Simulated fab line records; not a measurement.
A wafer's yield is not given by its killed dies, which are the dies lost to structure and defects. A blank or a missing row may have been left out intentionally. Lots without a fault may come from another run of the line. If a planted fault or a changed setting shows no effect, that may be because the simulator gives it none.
Check for tools in common :: flow rit cmos :: 13 lots and 39 wafers in the sample

== REASON FOR OPENING ==
1 of 13 lots carry a flag on the reading PWELL_TW at RIT_PWELL_TW_MEAS_10. No-fault wafers: 941, standard deviation 6.7.
Rule: flag the lot when none of its wafers has a number, or when each of its wafers that has one lies beyond 4 standard deviations from that mean. All remaining lots are regarded as sound.

lot: L271
measured: day 2 10:08
on: film metro-04
PWELL_TW, wafer by wafer: 946 944 946
flag: 

lot: L273
measured: day 2 19:55
on: film metro-02
PWELL_TW, wafer by wafer: 940 941 941
flag: 

lot: L274
measured: day 2 23:47
on: film metro-04
PWELL_TW, wafer by wafer: 949 945 948
flag: 

lot: L275
measured: day 3 05:59
on: film metro-02
PWELL_TW, wafer by wafer: 937 932 940
flag: 

lot: L276
measured: day 3 09:17
on: film metro-02
PWELL_TW, wafer by wafer: 933 932 932
flag: 

lot: L277
measured: day 3 15:26
on: film metro-03
PWELL_TW, wafer by wafer: 945 945 940
flag: 

lot: L278
measured: day 3 20:34
on: film metro-04
PWELL_TW, wafer by wafer: 955 957 951
flag: 

lot: L279
measured: day 4 02:27
on: film metro-04
PWELL_TW, wafer by wafer: 945 949 948
flag: 

lot: L280
measured: day 4 05:37
on: film metro-03
PWELL_TW, wafer by wafer: 942 937 941
flag: 

lot: L281
measured: day 4 10:43
on: film metro-02
PWELL_TW, wafer by wafer: 937 938 944
flag: 

lot: L282
measured: day 4 15:47
on: film metro-02
PWELL_TW, wafer by wafer: 936 941 937
flag: 

lot: L283
measured: day 4 22:29
on: film metro-03
PWELL_TW, wafer by wafer: 30 30 30
flag: FLAGGED

lot: L287
measured: day 5 18:11
on: film metro-04
PWELL_TW, wafer by wafer: 943 944 944
flag: 
Averaged over the flagged lots the numbers come to 30, -911 from the usual (-99 or more standard deviations).

== TOOL THAT RAN EACH LOT ==
The record holds 1 process step before the reading, out of a route of 202 steps. Read each cell as the tool, then ch plus the chambers that the sampled wafers visited, then the start.
lot: L271
flag: 
RIT_PWELL_EXPOSE_03: iline stepper-01 ch 0, day 2 09:05

lot: L273
flag: 
RIT_PWELL_EXPOSE_03: iline stepper-02 ch 0, day 2 18:53

lot: L274
flag: 
RIT_PWELL_EXPOSE_03: iline stepper-01 ch 0, day 2 22:41

lot: L275
flag: 
RIT_PWELL_EXPOSE_03: iline stepper-02 ch 0, day 3 04:58

lot: L276
flag: 
RIT_PWELL_EXPOSE_03: iline stepper-02 ch 0, day 3 08:15

lot: L277
flag: 
RIT_PWELL_EXPOSE_03: iline stepper-01 ch 0, day 3 14:23

lot: L278
flag: 
RIT_PWELL_EXPOSE_03: iline stepper-02 ch 0, day 3 19:31

lot: L279
flag: 
RIT_PWELL_EXPOSE_03: iline stepper-02 ch 0, day 4 01:25

lot: L280
flag: 
RIT_PWELL_EXPOSE_03: iline stepper-01 ch 0, day 4 04:35

lot: L281
flag: 
RIT_PWELL_EXPOSE_03: iline stepper-02 ch 0, day 4 09:33

lot: L282
flag: 
RIT_PWELL_EXPOSE_03: iline stepper-01 ch 0, day 4 14:45

lot: L283
flag: FLAGGED
RIT_PWELL_EXPOSE_03: iline stepper-01 ch 0, day 4 21:27

lot: L287
flag: 
RIT_PWELL_EXPOSE_03: iline stepper-02 ch 0, day 5 17:07
These steps, and what they do:
- RIT_PWELL_EXPOSE_03: exposes mask M3, target cd 43700 nm.
- RIT_PWELL_TW_MEAS_10

== FLAGGED AGAINST TOTAL, ONE TOOL AT A TIME (gauges that did the reading follow at the end) ==
step: RIT_PWELL_EXPOSE_03
tool: iline stepper-01
lots run: 6
flagged: 1
share of the flagged lots: all
sound lots run after its first flagged lot: 0

step: RIT_PWELL_EXPOSE_03
tool: iline stepper-02
lots run: 7
flagged: 0
share of the flagged lots: none
sound lots run after its first flagged lot: -

step: RIT_PWELL_TW_MEAS_10
tool: film metro-02
lots run: 5
flagged: 0
share of the flagged lots: none
sound lots run after its first flagged lot: -

step: RIT_PWELL_TW_MEAS_10
tool: film metro-03
lots run: 3
flagged: 1
share of the flagged lots: all
sound lots run after its first flagged lot: 0

step: RIT_PWELL_TW_MEAS_10
tool: film metro-04
lots run: 5
flagged: 0
share of the flagged lots: none
sound lots run after its first flagged lot: -

== WHAT THE TABLE PERMITS ==
Table rows that saw every flagged lot: 2, namely iline stepper-01 at RIT_PWELL_EXPOSE_03 and film metro-03 at RIT_PWELL_TW_MEAS_10.
- iline stepper-01 at RIT_PWELL_EXPOSE_03 ran 6 lots, 1 of them flagged. It ran its last sound lot, L282, at day 4 14:45 and its first flagged lot, L283, at day 4 21:27: a fault with its onset between the two fits.
- film metro-03 at RIT_PWELL_TW_MEAS_10 ran 3 lots, 1 of them flagged. It ran its last sound lot, L280, at day 4 05:37 and its first flagged lot, L283, at day 4 22:29: a fault with its onset between the two fits.
Because each of these 2 tools fits a fault that began at some hour, counting lots does not separate them. More lots, or a look at what each step does to the wafer, might.

== WHAT WAS PUT IN BY THE SIMULATOR ==
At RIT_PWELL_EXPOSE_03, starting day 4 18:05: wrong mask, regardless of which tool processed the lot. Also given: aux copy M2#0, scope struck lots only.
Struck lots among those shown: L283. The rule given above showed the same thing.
